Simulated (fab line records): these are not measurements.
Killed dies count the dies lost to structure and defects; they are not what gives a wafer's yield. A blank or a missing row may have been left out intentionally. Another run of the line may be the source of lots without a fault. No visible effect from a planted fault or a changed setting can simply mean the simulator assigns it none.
Struck lot and sound lot, side by side | flow rit-cmos | 27 out of 202 route steps
Sound: these wafers, L476.1, L476.4, L476.5. Struck: wafers L482.3, L482.4, L482.5. The cause comes at the end.
Per side, at each step with rows, come the tool, then ch with its chambers, and then its first start. Under that, the readings that differ: sound wafers | struck wafers | difference of the means | sigmas: that difference in standard deviations of wafers without a fault.
alike: readings with means less than 2 such deviations apart, plus words and numbers identical on both sides. not compared: withheld readings, readings lacking a value on some wafer, bounds such as >300 that could conceal the same value, and numbers that have no deviation in the record and whose values overlap.
A row with sigmas, a row that says differs or no value, or rows on one side alone: a step with any of these is where the two part. Numbers that have no deviation but don't overlap get no sigmas and don't part them. A reading that every wafer of one side lacks parts them only if that side has two wafers or more.

RIT_ACTIVE_BOW_MEAS_00:
  struck on film-metro-01, day 3 22:02; sound on film-metro-02, day 2 16:00
  alike: INCOMING_BOW
then, 1 step without rows for these wafers: RIT_ACTIVE_OXIDATION_01 (target thk 46.8 nm, ox time 3360 s).
RIT_ACTIVE_THK_MEAS_02:
  struck on film-metro-02, day 4 00:04; sound on film-metro-02, day 2 18:03
  alike: ACTIVE_OXIDE_THK
RIT_ACTIVE_CVD_03: deposits Si3N4 from SiH2Cl2/NH3, target thk 150 nm, time 1500 s.
  sound on lpcvd-02 ch 0, day 2 18:07; struck on lpcvd-01 ch 1, day 4 00:07
  reading                                  | sound             | struck            | difference | sigmas
  spike-tc-centre-C (C)                    | 810.3 811.1 810.3 | 826.3 827.5 828.8 | +17.0      | +10
  spike-tc-load-C (C)                      | 835 835 835       | 852 853 853       | +18        | +5
  spike-tc-source-C (C)                    | 832.4 834.5 832.7 | 850.1 850.4 848.4 | +16.4      | +7
  susceptor-temp-C (C)                     | 809.9 809.4 809.3 | 824.7 824.2 824.3 | +14.9      | +39
  model.Si3N4_of_ACTIVE_CVD_03.thk-nm (nm) | 148.1 149 148.4   | 193.2 193.2 192.6 | +44.5      |
RIT_ACTIVE_THK_MEAS_04:
  struck on film-metro-02, day 4 01:33; sound on film-metro-01, day 2 19:32
  reading                 | sound             | struck            | difference | sigmas
  ACTIVE_NITRIDE_THK (nm) | 148.1 149.0 148.5 | 193.1 193.2 192.6 | +44.4      | +30
then, 6 steps without rows for these wafers: RIT_ACTIVE_HMDS_05 (prime time 60 s); RIT_ACTIVE_COAT_06 (resist thk 1000 nm); RIT_ACTIVE_SOFTBAKE_07 (time 60 s); RIT_ACTIVE_EXPOSE_08 (exposes mask M1, target cd 1400 nm); RIT_ACTIVE_PEB_09; RIT_ACTIVE_DEVELOP_10 (develop time 50 s).
RIT_ACTIVE_CD_MEAS_11 targets a cd of 1400 nm.
  struck on cd-sem-01, day 4 02:36; sound on cd-sem-02, day 2 20:38
  reading    | sound                | struck               | difference | sigmas
  cd-nm (nm) | 1400.3 1398.3 1398.5 | 1404.0 1405.7 1401.5 | +4.7       | +2
then, 1 step without rows for these wafers: RIT_ACTIVE_HARDBAKE_12 (time 60 s).
RIT_ACTIVE_ETCH_13: etches Si3N4 in SF6, stops on SiO2, time 210 s, target depth 210 nm.
  sound on rie-diel-04 ch 0,1, day 2 20:55; struck on rie-diel-04 ch 2,3, day 4 02:58
  reading                            | sound             | struck            | difference | sigmas
  oes-product-au (a.u.)              | 0.824 0.826 0.820 | 0.958 0.949 0.947 | +0.128     | +14
  model.ACTIVE.feature-depth-nm (nm) | 148.1 150.6 150   | 193.7 193.2 193.2 | +43.8      |
  model.etch.depth-nm (nm)           | 148.1 149 148.4   | 193.2 193.2 192.6 | +44.5      |
  alike: drypump-motor-current-A, throttle-valve-pct
  not compared: rf-hours-counter-h
RIT_ACTIVE_STRIP_14: strips in O2, time 180 s.
  sound on plasma-asher-03 ch 0,1, day 2 21:02; struck on plasma-asher-02 ch 0,1, day 4 03:10
  alike: drypump-motor-current-A, o2-flow-sccm
  not compared: rf-hours-counter-h
RIT_ACTIVE_CD_MEAS_90 targets a cd of 1400 nm.
  struck on cd-sem-02, day 4 03:19; sound on cd-sem-01, day 2 21:13
  reading    | sound                | struck               | difference | sigmas
  cd-nm (nm) | 1400.7 1398.2 1398.3 | 1404.1 1405.4 1401.1 | +4.5       | +2
then, 4 steps without rows for these wafers: RIT_ACTIVE_CLEAN_15 (cleans in SC1, time 600 s); RIT_ACTIVE_CLEAN_16 (cleans in dHF, time 30 s); RIT_ACTIVE_CLEAN_17 (cleans in SC2, time 600 s); RIT_FOX1_OXIDATION_00 (target thk 350.7 nm, ox time 1130 s).
RIT_FOX1_THK_MEAS_01:
  struck on film-metro-03, day 4 05:29; sound on film-metro-03, day 2 23:51
  reading             | sound       | struck      | difference | sigmas
  FOX1_OXIDE_THK (nm) | 362 358 359 | 344 346 344 | -15        | -2
then, 2 steps without rows for these wafers: RIT_FOX1_WET_ETCH_02 (etches SiO2 in BOE, target depth 350 nm, time 390 s); RIT_FOX2_OXIDATION_00 (target thk 350.7 nm, ox time 1130 s).
RIT_FOX2_THK_MEAS_01:
  struck on film-metro-03, day 4 07:42; sound on film-metro-02, day 3 01:30
  alike: FOX2_OXIDE_THK
RIT_FOX2_CLEAN_02: cleans in dHF, time 180 s.
  sound on wet-bench-04 ch 1, day 3 01:34; struck on wet-bench-01 ch 3, day 4 07:44
  reading                                  | sound             | struck            | difference | sigmas
  model.Si3N4_of_ACTIVE_CVD_03.thk-nm (nm) | 128.9 129.8 129.2 | 173.9 173.9 173.3 | +44.4      |
then, 1 step without rows for these wafers: RIT_FOX2_WET_ETCH_03 (etches Si3N4 in H3PO4, target depth 195 nm, time 2700 s).
RIT_M1_PROBE_99:
  struck on prober-02, day 6 01:35; sound on prober-01, day 4 19:55
  reading                             | sound          | struck         | difference | sigmas
  model.etest.nldd.width-nm (nm)      | 3164 3154 3178 | 3247 3241 3245 | +79        |
  model.etest.pldd.width-nm (nm)      | 3163 3172 3171 | 3250 3256 3231 | +77        |
  model.etest.nplus-sal.width-nm (nm) | 3453 3464 3427 | 3495 3495 3502 | +49        |
  model.etest.pplus-sal.width-nm (nm) | 3433 3461 3428 | 3492 3477 3488 | +45        |
  alike: killed-at-contacts, killed-at-front-end, killed-dies, killed-open, killed-short

WHERE THEY PART
Earliest at RIT_ACTIVE_CVD_03; latest, in this record, at RIT_FOX1_THK_MEAS_01. Later steps at which nothing parts them and some readings are alike: RIT_FOX2_THK_MEAS_01, RIT_M1_PROBE_99.

WHY: the cause the simulator had injected
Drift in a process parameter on lpcvd-01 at RIT_ACTIVE_CVD_03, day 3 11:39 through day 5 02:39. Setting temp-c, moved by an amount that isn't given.
